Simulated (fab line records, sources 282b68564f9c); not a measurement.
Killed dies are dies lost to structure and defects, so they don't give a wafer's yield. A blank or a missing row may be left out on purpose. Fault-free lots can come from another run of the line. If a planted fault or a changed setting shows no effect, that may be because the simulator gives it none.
Comparing a struck lot with a sound one    flow rit_cmos    15 steps out of a route of 202
Sound: wafers L733.2, L733.3, L733.6. Wafers L736.3, L736.4, L736.5 were the ones struck. The cause is given at the end.
For every step that has rows: the tool of each side, followed by ch and its chambers, followed by its first start. Under that, the readings that differ: sound wafers    struck wafers    difference of the means    sigmas: that difference in standard deviations of wafers without a fault.
alike: same words and numbers on both sides, and readings whose means sit less than 2 such deviations apart. not compared: any withheld reading, any reading some wafer has no value for, any bound like >300 that may hide the same value, and any number with overlapping values for which the record gives no deviation.
The two part at a step that has a row with sigmas, a row that says differs or no value, or rows on one side only. Non-overlapping numbers with no deviation appear without sigmas and do not part them. A reading that every wafer of one side lacks parts them only if that side has two wafers or more.

first, 1 step without rows for these wafers: RIT_NLDD_IMPLANT_08.
RIT_NLDD_STRIP_09: strips in O2, time 180 s.
  sound on plasma_asher-03 ch 0,1, day 3 19:39; struck on plasma_asher-03 ch 0,1, day 4 10:20
  alike: chamber_pressure_mTorr, drypump_motor_current_A
  not compared: rf_hours_counter_h
RIT_NLDD_TW_MEAS_10:
  sound on film_metro-02 at day 3 19:50; struck on film_metro-03 at day 4 10:28
reading  sound           struck          difference  sigmas
NLDD_TW  2498 2483 2484  2555 2541 2540  +57         +3
then, 6 steps without rows for these wafers: RIT_PLDD_HMDS_00 (prime time 60 s); RIT_PLDD_COAT_01 (resist thk 1000 nm); RIT_PLDD_SOFTBAKE_02 (time 60 s); RIT_PLDD_EXPOSE_03 (exposes mask M8, target cd 40900 nm); RIT_PLDD_PEB_04; RIT_PLDD_DEVELOP_05 (develop time 50 s).
RIT_PLDD_OVL_MEAS_06:
  sound on overlay-02 at day 3 20:44; struck on overlay-02 at day 4 11:29
  alike: PLDD_OVL
then, 2 steps without rows for these wafers: RIT_PLDD_HARDBAKE_07 (time 60 s); RIT_PLDD_IMPLANT_08.
RIT_PLDD_STRIP_09: strips in O2, time 180 s.
  sound on plasma_asher-02 ch 1, day 3 21:04; struck on plasma_asher-03 ch 0,1, day 4 11:53
  no value came back on the struck wafers for chamber_pressure_mTorr (mTorr), drypump_motor_current_A (A); on the sound wafers chamber_pressure_mTorr (mTorr) reads 4000 4000 3993
reading                                    sound  struck             difference  sigmas
model.NOVOLAK_of_PLDD_COAT_01.thk_nm (nm)  0 0 0  885.1 882.3 884.1  +883.8      
  not compared: rf_hours_counter_h
RIT_PLDD_TW_MEAS_10:
  sound on film_metro-04 at day 3 21:16; struck on film_metro-04 at day 4 12:01
  alike: PLDD_TW
RIT_M1_PROBE_99:
  the record has rows for the struck wafers here (prober-01, day 5 01:54) and none for the sound ones

## WHERE THEY PART
Earliest at RIT_NLDD_TW_MEAS_10; latest, in this record, at RIT_M1_PROBE_99.

WHY: the cause the simulator had injected
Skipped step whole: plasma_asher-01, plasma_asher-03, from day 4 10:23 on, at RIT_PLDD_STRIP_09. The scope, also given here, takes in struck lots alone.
